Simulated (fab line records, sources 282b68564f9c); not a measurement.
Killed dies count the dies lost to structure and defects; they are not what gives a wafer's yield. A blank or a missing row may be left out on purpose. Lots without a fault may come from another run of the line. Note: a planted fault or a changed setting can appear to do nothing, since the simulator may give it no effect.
Which tool was responsible? / flow rit-cmos / 18 wafers from 6 lots sampled at 2 of the route's 202 steps

== WHAT THE GAUGES SHOWED, per wafer ==
RIT_M1_CD_MEAS_09: target cd 2600 nm.
lot=L677; measured=day 3 18:23; on=cd-sem-02; cd-nm (nm)=2601.2 2598.8 2600.0
lot=L679; measured=day 4 04:02; on=cd-sem-01; cd-nm (nm)=2599.0 2597.8 2598.9
lot=L683; measured=day 5 04:50; on=cd-sem-02; cd-nm (nm)=2598.0 2600.7 2600.1
lot=L686; measured=day 5 14:45; on=cd-sem-02; cd-nm (nm)=2595.9 2596.8 2597.2
lot=L688; measured=day 5 23:44; on=cd-sem-02; cd-nm (nm)=2597.3 2598.5 2594.9
lot=L696; measured=day 7 16:49; on=cd-sem-02; cd-nm (nm)=2594.6 2597.5 2597.7

== WHAT TOOL EACH LOT RAN ON (gives the tool, then ch and the chambers of the sampled wafers, and finally the start) ==
lot=L677; RIT_M1_EXPOSE_06=iline-stepper-02 ch 0, day 3 17:57
lot=L679; RIT_M1_EXPOSE_06=iline-stepper-01 ch 0, day 4 03:37
lot=L683; RIT_M1_EXPOSE_06=iline-stepper-02 ch 0, day 5 04:14
lot=L686; RIT_M1_EXPOSE_06=iline-stepper-02 ch 0, day 5 14:19
lot=L688; RIT_M1_EXPOSE_06=iline-stepper-02 ch 0, day 5 23:18
lot=L696; RIT_M1_EXPOSE_06=iline-stepper-02 ch 0, day 7 16:23
- RIT_M1_EXPOSE_06: exposes mask M12, target cd 2600 nm.

== THE ANSWER, worked out from the rows above alone ==
Rule: the lots themselves supply what counts as usual. The widest of any qualifying gaps counts: lots, ordered by their means at a reading, are off when they make up no more than a third of the lots, leave a main group of 4 or more, and stand apart from it by 3 or more times the standard deviation of that group's means. The tables above print the reading to a certain number of digits; a main group whose means all agree to those digits is not used. Also off: a lot with no number at a reading for which 4 or more lots have one. Any other lot the step has rows for is counted as sound.
None of the lots is off at any reading shown; this tells nothing.

== WHAT THE SIMULATOR HAD INSERTED ==
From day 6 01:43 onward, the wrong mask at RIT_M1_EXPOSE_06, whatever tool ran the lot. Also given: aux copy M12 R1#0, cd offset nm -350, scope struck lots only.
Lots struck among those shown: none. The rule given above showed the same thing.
